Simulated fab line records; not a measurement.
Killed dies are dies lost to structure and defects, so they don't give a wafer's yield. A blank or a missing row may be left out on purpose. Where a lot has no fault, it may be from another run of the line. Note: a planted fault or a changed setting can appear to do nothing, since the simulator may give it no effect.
Comparing a struck lot with a sound one / flow rit cmos / 12 steps out of a route of 202
Sound: wafers L246.2, L246.4, L246.6. Struck: wafers L255.1, L255.4, L255.5. The cause is given at the end.
At each step with rows: each side's tool, then ch and its chambers, then its first start. Under that, the readings that differ: sound wafers / struck wafers / difference of the means / sigmas: that difference in standard deviations of wafers without a fault.
alike: a reading whose means differ by less than 2 such deviations, as well as words and numbers matching on both sides. not compared: withheld readings; readings where some wafer has no value; bounds like >300 that might hide an equal value; numbers whose values overlap and for which the record gives no deviation.
A row with sigmas, a row that says differs or no value, or rows on one side alone: a step with any of these is where the two part. Numbers that don't overlap but have no deviation are shown without sigmas and don't part them. A reading missing from all wafers of one side parts the sides only when that side holds two or more wafers.

RIT_ACTIVE_BOW_MEAS_00:
  sound: film metro-03 at day 1 20:01; struck: film metro-04 at day 3 17:00
  alike: INCOMING_BOW
then, 1 step without rows for these wafers: RIT_ACTIVE_OXIDATION_01 (target thk 46.8 nm, ox time 3360 s).
RIT_ACTIVE_THK_MEAS_02:
  sound: film metro-04 at day 1 22:25; struck: film metro-04 at day 3 19:03
  alike: ACTIVE_OXIDE_THK
then, 1 step without rows for these wafers: RIT_ACTIVE_CVD_03 (deposits Si3N4 from SiH2Cl2/NH3, target thk 150 nm, time 1500 s).
RIT_ACTIVE_THK_MEAS_04:
  sound: film metro-01 at day 1 23:53; struck: film metro-04 at day 3 21:34
  alike: ACTIVE_NITRIDE_THK
then, 5 steps without rows for these wafers: RIT_ACTIVE_HMDS_05 (prime time 60 s); RIT_ACTIVE_COAT_06 (resist thk 1000 nm); RIT_ACTIVE_SOFTBAKE_07 (time 60 s); RIT_ACTIVE_EXPOSE_08 (exposes mask M1, target cd 1400 nm); RIT_ACTIVE_PEB_09.
RIT_ACTIVE_DEVELOP_10: develop time 50 s.
  sound on litho track-01 ch 0, day 2 00:00; struck on litho track-01, day 3 22:00
  no value came back on the struck wafers for chill plate temp C (C), develop time s (s); on the sound wafers chill plate temp C (C) reads 22.84 22.95 22.90
RIT_ACTIVE_CD_MEAS_11 targets a cd of 1400 nm.
  sound: cd sem-02 at day 2 00:49; struck: cd sem-02 at day 3 22:40
reading=cd nm (nm); sound=1397.8 1397.7 1400.8; struck=- - -; difference=no value on the struck wafers; sigmas=

WHERE THEY PART
Earliest at RIT_ACTIVE_DEVELOP_10; latest, in this record, at RIT_ACTIVE_CD_MEAS_11.

WHY: what had been put in by the simulator
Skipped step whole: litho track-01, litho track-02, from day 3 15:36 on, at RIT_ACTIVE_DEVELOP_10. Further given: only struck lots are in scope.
